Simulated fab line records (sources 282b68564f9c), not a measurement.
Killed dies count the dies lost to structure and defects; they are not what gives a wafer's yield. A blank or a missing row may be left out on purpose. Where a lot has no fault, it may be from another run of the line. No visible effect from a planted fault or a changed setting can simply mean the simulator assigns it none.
Commonality check across tools / flow rit_cmos / 14 lots and 48 wafers in the sample

## REASON FOR OPENING
RIT_NLDD_TW_MEAS_10, reading NLDD_TW: flagged on 2 of 14 lots. Fault-free wafers read 2483, with a standard deviation of 16.
Rule: a lot is flagged when every wafer of it that has a number lies more than 4 standard deviations from that mean, or none has a number. The other lots count as sound.

lot=L993; measured=day 2 20:51; on=film_metro-04; NLDD_TW, wafer by wafer=2495 2482 2485; flag=
lot=L995; measured=day 3 10:25; on=film_metro-04; NLDD_TW, wafer by wafer=2458 2478 2480; flag=
lot=L999; measured=day 4 05:39; on=film_metro-01; NLDD_TW, wafer by wafer=2489 2500 2497; flag=
lot=L100; measured=day 4 16:35; on=film_metro-04; NLDD_TW, wafer by wafer=2481 2474 2485; flag=
lot=L101; measured=day 4 19:16; on=film_metro-01; NLDD_TW, wafer by wafer=2727 2724 2707 2718 2718 2727; flag=FLAGGED
lot=L103; measured=day 5 01:50; on=film_metro-04; NLDD_TW, wafer by wafer=2701 2695 2714 2707 2699 2700; flag=FLAGGED
lot=L104; measured=day 5 08:13; on=film_metro-01; NLDD_TW, wafer by wafer=2487 2491 2489; flag=
lot=L107; measured=day 5 21:17; on=film_metro-04; NLDD_TW, wafer by wafer=2458 2466 2461; flag=
lot=L110; measured=day 6 11:46; on=film_metro-01; NLDD_TW, wafer by wafer=2485 2489 2487; flag=
lot=L111; measured=day 6 15:16; on=film_metro-04; NLDD_TW, wafer by wafer=2458 2462 2459; flag=
lot=L112; measured=day 6 22:52; on=film_metro-01; NLDD_TW, wafer by wafer=2480 2476 2486; flag=
lot=L113; measured=day 7 04:10; on=film_metro-02; NLDD_TW, wafer by wafer=2499 2499 2500; flag=
lot=L114; measured=day 7 06:44; on=film_metro-01; NLDD_TW, wafer by wafer=2497 2483 2495; flag=
lot=L116; measured=day 7 17:46; on=film_metro-02; NLDD_TW, wafer by wafer=2482 2499 2502; flag=
On average the flagged lots' numbers are 2711, which is +228 against the usual, or +14 standard deviations.

## TOOL THAT RAN EACH LOT
The record holds 1 process step before the reading, out of a route of 202 steps. In each cell: the tool, then ch and the chambers that the sampled wafers went through, then the start.
lot=L993; flag=; RIT_NLDD_IMPLANT_08=implanter-04 ch 0, day 2 20:32
lot=L995; flag=; RIT_NLDD_IMPLANT_08=implanter-04 ch 0, day 3 10:07
lot=L999; flag=; RIT_NLDD_IMPLANT_08=implanter-04 ch 0, day 4 05:20
lot=L100; flag=; RIT_NLDD_IMPLANT_08=implanter-04 ch 0, day 4 16:16
lot=L101; flag=FLAGGED; RIT_NLDD_IMPLANT_08=implanter-04 ch 0, day 4 18:58
lot=L103; flag=FLAGGED; RIT_NLDD_IMPLANT_08=implanter-04 ch 0, day 5 01:32
lot=L104; flag=; RIT_NLDD_IMPLANT_08=implanter-02 ch 0, day 5 07:54
lot=L107; flag=; RIT_NLDD_IMPLANT_08=implanter-01 ch 0, day 5 20:58
lot=L110; flag=; RIT_NLDD_IMPLANT_08=implanter-01 ch 0, day 6 11:29
lot=L111; flag=; RIT_NLDD_IMPLANT_08=implanter-02 ch 0, day 6 14:58
lot=L112; flag=; RIT_NLDD_IMPLANT_08=implanter-01 ch 0, day 6 22:32
lot=L113; flag=; RIT_NLDD_IMPLANT_08=implanter-01 ch 0, day 7 03:50
lot=L114; flag=; RIT_NLDD_IMPLANT_08=implanter-01 ch 0, day 7 06:26
lot=L116; flag=; RIT_NLDD_IMPLANT_08=implanter-04 ch 0, day 7 17:26
These steps, and what they do:
- RIT_NLDD_IMPLANT_08
- RIT_NLDD_TW_MEAS_10

## FLAGGED AGAINST TOTAL, ONE TOOL AT A TIME (gauges that did the reading follow at the end)
step=RIT_NLDD_IMPLANT_08; tool=implanter-01; lots run=5; flagged=0; share of the flagged lots=none; sound lots run after its first flagged lot=-
step=RIT_NLDD_IMPLANT_08; tool=implanter-02; lots run=2; flagged=0; share of the flagged lots=none; sound lots run after its first flagged lot=-
step=RIT_NLDD_IMPLANT_08; tool=implanter-04; lots run=7; flagged=2; share of the flagged lots=all; sound lots run after its first flagged lot=1 (L116)
step=RIT_NLDD_TW_MEAS_10; tool=film_metro-01; lots run=6; flagged=1; share of the flagged lots=some; sound lots run after its first flagged lot=4 (L104,L110,L112,L114)
step=RIT_NLDD_TW_MEAS_10; tool=film_metro-02; lots run=2; flagged=0; share of the flagged lots=none; sound lots run after its first flagged lot=-
step=RIT_NLDD_TW_MEAS_10; tool=film_metro-04; lots run=6; flagged=1; share of the flagged lots=some; sound lots run after its first flagged lot=2 (L107,L111)

## THE TABLE: WHAT IT ALLOWS
Rows of the table that ran each flagged lot: 1, that is implanter-04 at RIT_NLDD_IMPLANT_08.
- implanter-04 at RIT_NLDD_IMPLANT_08 ran 7 lots, 2 of them flagged. Sound lots ran on it after the first flagged one (L116), which a lasting fault on the whole tool wouldn't allow. Its own readings (dose_ions_cm2, faraday_current_uA) fall more than 4 standard deviations out on all wafers of the flagged lots.
Every row of the table either missed a flagged lot or ran a sound lot after the first.

## WHAT THE SIMULATOR PUT IN
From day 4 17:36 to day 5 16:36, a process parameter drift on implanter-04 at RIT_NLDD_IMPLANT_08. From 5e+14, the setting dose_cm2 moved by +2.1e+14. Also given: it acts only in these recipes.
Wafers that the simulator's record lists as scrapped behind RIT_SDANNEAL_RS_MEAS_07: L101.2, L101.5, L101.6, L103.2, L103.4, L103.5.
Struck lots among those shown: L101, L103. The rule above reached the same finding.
